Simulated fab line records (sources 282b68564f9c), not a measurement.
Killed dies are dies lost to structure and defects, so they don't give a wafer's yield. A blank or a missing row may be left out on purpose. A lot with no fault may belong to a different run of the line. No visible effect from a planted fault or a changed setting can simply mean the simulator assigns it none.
Struck lot and sound lot, side by side	flow rit_cmos	16 steps out of a route of 202
Sound: the wafers L567.2, L567.3, L567.6. Wafers struck: L571.2, L571.5, L571.6. At the end, the cause is stated.
Each step with rows lists, per side, the tool, then ch with its chambers, then its first start. Under that, the readings that differ: sound wafers	struck wafers	difference of the means	sigmas: that difference in standard deviations of wafers without a fault.
alike: same words and numbers on both sides, and readings whose means sit less than 2 such deviations apart. not compared: any withheld reading, any reading some wafer has no value for, any bound like >300 that may hide the same value, and any number with overlapping values for which the record gives no deviation.
Wherever a step has rows on one side only, a row that says differs or no value, or a row with sigmas, the two part there. Numbers that don't overlap but have no deviation are shown without sigmas and don't part them. A reading missing from all wafers of one side parts the sides only when that side holds two or more wafers.

RIT_PWELL_TW_MEAS_10:
  sound on film_metro-01, day 3 05:52; struck on film_metro-01, day 3 22:29
  alike: PWELL_TW
then, 1 step without rows for these wafers: RIT_WELLDRIVE_ANNEAL_00 (time 14700 s).
RIT_WELLDRIVE_RS_MEAS_01: a four-point-probe measurement.
  sound on film_metro-02, day 3 11:01; struck on film_metro-01, day 4 04:37
  alike: NWELL_RS
RIT_WELLDRIVE_RS_MEAS_02: a four-point-probe measurement.
  sound on film_metro-02, day 3 11:08; struck on film_metro-01, day 4 04:44
  alike: PWELL_RS
then, 6 steps without rows for these wafers: RIT_NRETRO_HMDS_00 (prime time 60 s); RIT_NRETRO_COAT_01 (resist thk 1300 nm); RIT_NRETRO_SOFTBAKE_02 (time 60 s); RIT_NRETRO_EXPOSE_03 (exposes mask M4, target cd 43900 nm); RIT_NRETRO_PEB_04; RIT_NRETRO_DEVELOP_05 (develop time 68 s).
RIT_NRETRO_OVL_MEAS_06:
  sound on overlay-01, day 3 12:15; struck on overlay-02, day 4 05:43
  alike: NRETRO_OVL
then, 1 step without rows for these wafers: RIT_NRETRO_HARDBAKE_07 (time 120 s).
RIT_NRETRO_IMPLANT_08:
  sound on implanter-04 ch 0, day 3 12:37; struck on implanter-04 ch 0, day 4 06:01
reading	sound	struck	difference	sigmas
implant_ion_amu	31 31 31	11 11 11	-20	
model.implant.rp_nm (nm)	83.73 83.73 83.73	221.9 221.9 221.9	+138.2	
model.implant.drp_nm (nm)	33.94 33.94 33.94	70.05 70.05 70.05	+36.11	
  alike: end_station_pressure_torr, faraday_current_uA
RIT_NRETRO_STRIP_09: strips in O2, time 180 s.
  sound on plasma_asher-01 ch 1, day 3 12:44; struck on plasma_asher-01 ch 0,1, day 4 06:08
  alike: chamber_pressure_mTorr, drypump_motor_current_A, o2_flow_sccm
  not compared: rf_hours_counter_h
RIT_NRETRO_TW_MEAS_10:
  sound on film_metro-02, day 3 12:56; struck on film_metro-04, day 4 06:20
reading	sound	struck	difference	sigmas
NRETRO_TW	1028 1030 1028	483 483 481	-546	-46
then, 1 step without rows for these wafers: RIT_PRETRO_HMDS_00 (prime time 60 s).

WHERE THEY PART
Only at RIT_NRETRO_TW_MEAS_10, as far as this record shows.

WHY: what had been put in by the simulator
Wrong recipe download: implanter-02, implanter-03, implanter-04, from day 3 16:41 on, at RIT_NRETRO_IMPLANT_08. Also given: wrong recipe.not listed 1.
